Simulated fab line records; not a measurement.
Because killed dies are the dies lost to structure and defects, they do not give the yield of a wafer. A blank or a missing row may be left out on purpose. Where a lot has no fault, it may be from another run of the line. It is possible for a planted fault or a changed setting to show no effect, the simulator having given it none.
Check for tools in common + flow rit cmos + Lots sampled 14, wafers sampled 42

REASON FOR OPENING
Flagged at RIT_ACTIVE_CD_MEAS_11: reading cd nm, on 3 of 14 lots. No-fault wafers: 1399.7 nm, standard deviation 1.8.
Rule: a lot gets a flag if all its wafers with a number sit over 4 standard deviations from that mean, or if no wafer of it has a number. The rest of the lots are taken to be sound.

| lot  | measured    | on        | cd nm (nm), wafer by wafer | flag    |
|------|-------------|-----------|----------------------------|---------|
| L934 | day 1 15:41 | cd sem-02 | 1399.3 1401.8 1399.6       |         |
| L935 | day 1 22:41 | cd sem-02 | 1397.3 1398.5 1398.9       |         |
| L936 | day 2 03:58 | cd sem-02 | 1400.0 1400.5 1401.7       |         |
| L937 | day 2 07:33 | cd sem-02 | 1398.5 1398.5 1397.0       |         |
| L938 | day 2 13:17 | cd sem-01 | 1398.7 1399.3 1399.6       |         |
| L939 | day 2 16:56 | cd sem-02 | 1398.6 1399.7 1399.6       |         |
| L940 | day 2 22:57 | cd sem-01 | 1400.3 1397.8 1395.1       |         |
| L941 | day 3 04:04 | cd sem-02 | 1396.9 1396.2 1396.6       |         |
| L943 | day 3 14:48 | cd sem-01 | 1475.3 1473.3 1475.4       | FLAGGED |
| L946 | day 4 03:58 | cd sem-02 | 1459.8 1462.8 1460.1       | FLAGGED |
| L950 | day 4 22:35 | cd sem-01 | 1443.9 1446.1 1447.4       | FLAGGED |
| L952 | day 5 09:26 | cd sem-01 | 1398.9 1399.0 1398.2       |         |
| L953 | day 5 14:31 | cd sem-02 | 1402.7 1402.2 1402.9       |         |
| L956 | day 6 05:10 | cd sem-02 | 1397.5 1398.7 1397.9       |         |
Average over the flagged lots: 1460.5 nm; offset from the usual +60.8 nm, equal to +34 standard deviations.

EACH LOT AND THE TOOL IT RAN ON
The record keeps 1 process step preceding the reading, out of 202 steps on the route. Cell contents, in order: the tool; ch with the chambers the sampled wafers went through; the start.
| lot  | flag    | RIT_ACTIVE_EXPOSE_08               |
|------|---------|------------------------------------|
| L934 |         | iline stepper-01 ch 0, day 1 15:17 |
| L935 |         | iline stepper-01 ch 0, day 1 22:17 |
| L936 |         | iline stepper-01 ch 0, day 2 03:32 |
| L937 |         | iline stepper-02 ch 0, day 2 07:09 |
| L938 |         | iline stepper-02 ch 0, day 2 12:53 |
| L939 |         | iline stepper-02 ch 0, day 2 16:28 |
| L940 |         | iline stepper-01 ch 0, day 2 22:24 |
| L941 |         | iline stepper-01 ch 0, day 3 03:40 |
| L943 | FLAGGED | iline stepper-02 ch 0, day 3 14:24 |
| L946 | FLAGGED | iline stepper-02 ch 0, day 4 03:34 |
| L950 | FLAGGED | iline stepper-02 ch 0, day 4 22:11 |
| L952 |         | iline stepper-01 ch 0, day 5 09:02 |
| L953 |         | iline stepper-01 ch 0, day 5 14:07 |
| L956 |         | iline stepper-01 ch 0, day 6 04:46 |
What these steps do:
- RIT_ACTIVE_EXPOSE_08: exposes mask M1, target cd 1400 nm.
- RIT_ACTIVE_CD_MEAS_11: target cd 1400 nm.

FLAGGED OVER TOTAL, TOOL BY TOOL (the gauges that took the reading come last)
| step                  | tool             | lots run | flagged | share of the flagged lots | sound lots run after its first flagged lot |
|-----------------------|------------------|----------|---------|---------------------------|--------------------------------------------|
| RIT_ACTIVE_EXPOSE_08  | iline stepper-01 | 8        | 0       | none                      | -                                          |
| RIT_ACTIVE_EXPOSE_08  | iline stepper-02 | 6        | 3       | all                       | 0                                          |
| RIT_ACTIVE_CD_MEAS_11 | cd sem-01        | 5        | 2       | some                      | 1 (L952)                                   |
| RIT_ACTIVE_CD_MEAS_11 | cd sem-02        | 9        | 1       | some                      | 2 (L953,L956)                              |

THE TABLE: WHAT IT ALLOWS
All flagged lots share 1 row of the table, namely iline stepper-02 at RIT_ACTIVE_EXPOSE_08.
- iline stepper-02 at RIT_ACTIVE_EXPOSE_08: 3 of its 6 lots flagged. A fault beginning between L939 (day 2 16:28), its last sound lot, and L943 (day 3 14:24), its first flagged one, fits the data. Its own readings lie more than 4 standard deviations out on every wafer of the flagged lots: exposure dose mJ cm2.
Left over: one tool, iline stepper-02 at RIT_ACTIVE_EXPOSE_08.

WHAT THE SIMULATOR HAD PUT IN
Drift in process parameters on iline stepper-02 at RIT_ACTIVE_EXPOSE_08, starting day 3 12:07. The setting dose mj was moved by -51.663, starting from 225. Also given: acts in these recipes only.
Lots struck among those shown: L943, L946, L950. The rule given above showed the same thing.
